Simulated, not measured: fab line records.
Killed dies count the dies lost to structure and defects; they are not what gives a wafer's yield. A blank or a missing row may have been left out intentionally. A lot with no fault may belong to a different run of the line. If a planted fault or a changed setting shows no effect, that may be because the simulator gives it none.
Which tool was responsible? ; flow berkeley_cmos170 ; 14 lots, 42 wafers sampled, at 5 steps of a route of 331

== WHAT EACH GAUGE READ, for each wafer ==
UCB170_M1_CD_MEAS_90: target cd 700 nm. Usual: 700.6 nm for cd_nm, sd 2.1.
lot;measured;on;cd_nm (nm);flag
L315;day 9 14:06;cd_sem-02;701.2 698.9 700.1;
L316;day 9 15:11;cd_sem-02;699.7 700.2 697.9;
L318;day 10 04:46;cd_sem-01;705.8 700.7 703.3;
L319;day 10 05:01;cd_sem-01;699.9 700.8 702.9;
L321;day 10 17:44;cd_sem-01;705.5 700.9 705.5;
L322;day 10 21:21;cd_sem-01;700.9 698.9 700.9;
L320;day 10 21:25;cd_sem-02;702.6 697.5 698.6;
L324;day 10 22:35;cd_sem-02;699.6 703.7 699.2;
L326;day 11 16:01;cd_sem-01;701.3 699.1 704.5;
L328;day 11 21:40;cd_sem-02;704.1 699.1 699.8;
L329;day 11 23:26;cd_sem-02;700.6 698.6 701.0;
L332;day 12 12:10;cd_sem-01;700.1 700.7 702.5;
L335;day 12 23:28;cd_sem-01;697.2 700.9 699.6;
L337;day 13 08:12;cd_sem-02;702.9 702.1 699.4;

UCB170_V1_OVL_MEAS_13. Usual: V1_OVL typically reads 1 nm, with standard deviation 5.5.
lot;measured;on;V1_OVL (nm);flag
L315;day 9 17:54;overlay-01;1 4 1;
L316;day 9 19:29;overlay-02;-9 -5 -6;
L318;day 10 09:37;overlay-01;0 2 1;
L319;day 10 10:20;overlay-02;3 6 9;
L321;day 10 22:19;overlay-02;-1 6 4;
L322;day 11 01:22;overlay-01;1 8 0;
L320;day 11 03:22;overlay-01;5 6 8;
L324;day 11 02:23;overlay-02;3 4 4;
L326;day 11 22:37;overlay-01;4 -1 -2;
L328;day 12 01:17;overlay-02;6 1 5;
L329;day 12 02:43;overlay-01;3 4 4;
L332;day 12 15:55;overlay-01;3 2 2;
L335;day 13 03:50;overlay-02;0 -5 -1;
L337;day 13 11:56;overlay-02;11 12 12;

UCB170_M3_BOW_MEAS_20. Usual: M3_BOW typically reads 36 um, with standard deviation 6.2.
lot;measured;on;M3_BOW (um);flag
L315;day 10 08:35;film_metro-01;48 36 36;
L316;day 10 09:19;film_metro-03;35 35 28;
L318;day 10 19:05;film_metro-01;25 43 33;
L319;day 10 20:31;film_metro-04;35 37 35;
L321;day 11 14:09;film_metro-04;32 42 39;
L322;day 11 15:42;film_metro-01;42 40 45;
L320;day 11 16:44;film_metro-04;39 40 30;
L324;day 11 16:30;film_metro-03;28 25 41;
L326;day 12 08:18;film_metro-01;29 34 42;
L328;day 12 11:28;film_metro-01;26 24 17;
L329;day 12 13:44;film_metro-04;43 26 39;
L332;day 13 03:13;film_metro-04;34 24 37;
L335;day 13 12:33;film_metro-03;32 35 45;
L337;day 13 23:16;film_metro-03;34 31 35;

== WHAT TOOL EACH LOT RAN ON (gives the tool, then ch and the chambers of the sampled wafers, and finally the start) ==
lot;UCB170_M2_METAL_ETCH_18;UCB170_M2_STRIP_19
L315;rie_metal-01 ch 0,1, day 9 21:56;plasma_asher-01 ch 0,1, day 9 22:07
L316;rie_metal-02 ch 0, day 10 00:23;plasma_asher-01 ch 1, day 10 00:34
L318;rie_metal-01 ch 0,1, day 10 12:53;plasma_asher-01 ch 0,1, day 10 13:04
L319;rie_metal-02 ch 1, day 10 13:36;plasma_asher-01 ch 0, day 10 13:51
L321;rie_metal-04 ch 0,1, day 11 04:08;plasma_asher-01 ch 0,1, day 11 04:19
L322;rie_metal-01 ch 0,1, day 11 05:45;plasma_asher-03 ch 0,1, day 11 05:56
L320;rie_metal-04 ch 1, day 11 06:57;plasma_asher-03 ch 0,1, day 11 07:08
L324;rie_metal-02 ch 1, day 11 06:13;plasma_asher-03 ch 0,1, day 11 06:26
L326;rie_metal-01 ch 0,1, day 12 02:05;plasma_asher-04 ch 0,1, day 12 02:15
L328;rie_metal-04 ch 0, day 12 04:14;plasma_asher-01 ch 0,1, day 12 04:31
L329;rie_metal-02 ch 0,1, day 12 05:23;plasma_asher-01 ch 0,1, day 12 05:34
L332;rie_metal-01 ch 0,1, day 12 19:02;plasma_asher-04 ch 0,1, day 12 19:13
L335;rie_metal-01 ch 0,1, day 13 06:55;plasma_asher-04 ch 0,1, day 13 07:06
L337;rie_metal-04 ch 0,1, day 13 16:17;plasma_asher-01 ch 0,1, day 13 16:26
- UCB170_M2_METAL_ETCH_18: etches Al in Cl2/BCl3, stops on SiO2, target depth 1170 nm, time 195 s.
- UCB170_M2_STRIP_19: strips in O2.

== WHAT THE TOOLS THEMSELVES READ (means of the sampled wafers that have a number; where no wafer has one, the mark that the record gives instead) ==
UCB170_M2_METAL_ETCH_18. Usual: bias_w 120.0 W, standard deviation 0.31; drypump_motor_current_A 5.8 A, standard deviation 0.49; oes_product_au 0.842 a.u., standard deviation 0.01; throttle_valve_pct 24.53 %, standard deviation 0.24.
lot;tool;bias_w (W);drypump_motor_current_A (A);oes_product_au (a.u.);throttle_valve_pct (%);flag
L315;rie_metal-01;119.9;6.0;0.837;24.56;
L316;rie_metal-02;119.9;5.8;0.855;24.60;
L318;rie_metal-01;120.0;6.0;0.839;24.56;
L319;rie_metal-02;119.6;5.3;0.845;24.45;
L321;rie_metal-04;119.4;6.2;0.836;24.51;
L322;rie_metal-01;119.7;5.9;0.842;24.76;
L320;rie_metal-04;120.1;6.7;0.826;24.60;
L324;rie_metal-02;120.0;5.4;0.850;24.45;
L326;rie_metal-01;119.9;5.9;0.832;24.77;
L328;rie_metal-04;119.7;5.2;0.849;24.30;
L329;rie_metal-02;120.0;5.6;0.849;24.47;
L332;rie_metal-01;142.2;6.0;0.840;24.55;OFF
L335;rie_metal-01;141.7;6.0;0.838;24.55;OFF
L337;rie_metal-04;120.2;5.7;0.848;24.36;

UCB170_M2_STRIP_19. Usual: drypump_motor_current_A 5.5 A, standard deviation 0.52; o2_flow_sccm 399.9 sccm, standard deviation 1.2; oes_product_au 0.532 a.u., standard deviation 0.015.
lot;tool;drypump_motor_current_A (A);o2_flow_sccm (sccm);oes_product_au (a.u.);flag
L315;plasma_asher-01;5.1;399.8;0.535;
L316;plasma_asher-01;5.3;400.9;0.529;
L318;plasma_asher-01;5.2;399.2;0.529;
L319;plasma_asher-01;5.0;399.6;0.502;
L321;plasma_asher-01;5.1;399.2;0.545;
L322;plasma_asher-03;6.1;400.1;0.524;
L320;plasma_asher-03;5.6;398.7;0.547;
L324;plasma_asher-03;6.1;400.8;0.510;
L326;plasma_asher-04;5.9;398.9;0.531;
L328;plasma_asher-01;5.2;400.5;0.553;
L329;plasma_asher-01;5.1;399.8;0.532;
L332;plasma_asher-04;5.9;399.4;0.478;OFF
L335;plasma_asher-04;5.9;399.4;0.494;
L337;plasma_asher-01;5.2;399.8;0.537;

== THE ANSWER, worked out from the rows above alone ==
Rule: lot off if the mean of its wafers having a number is beyond 3 standard deviations from the usual mean. A lot without any number at a reading at which 4 lots or more have one is off too. The other lots that the step has rows for count as sound. First the gauges in route order, then the tools' own readings, where a lot's mean is used as printed above. The first step at which some lot is off is used, and at that step the reading that is off furthest; a lot without a number counts as furthest.
Off, at UCB170_M2_METAL_ETCH_18 on bias_w: L332, L335.
A tool fits if, at that step or a process step before it, it ran every lot that is off, and no sound lot after the first of them. One fits: UCB170_M2_METAL_ETCH_18 on rie_metal-01. Its last sound lot is L326 (day 12 02:05), its first lot that is off L332 (day 12 19:02): a fault that began between those two fits.
On the lots that are off, the tool's own readings at UCB170_M2_METAL_ETCH_18 differ by more than 5 times the standard deviation of the sound lots' means, which bears it out; bias_w reads 141.9 W there versus 119.9 W on the sound lots.

== WHAT THE SIMULATOR PUT IN ==
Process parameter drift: rie_metal-01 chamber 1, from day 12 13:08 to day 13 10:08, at UCB170_M2_METAL_ETCH_18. Setting bias_w, moved by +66, from 120. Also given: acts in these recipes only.
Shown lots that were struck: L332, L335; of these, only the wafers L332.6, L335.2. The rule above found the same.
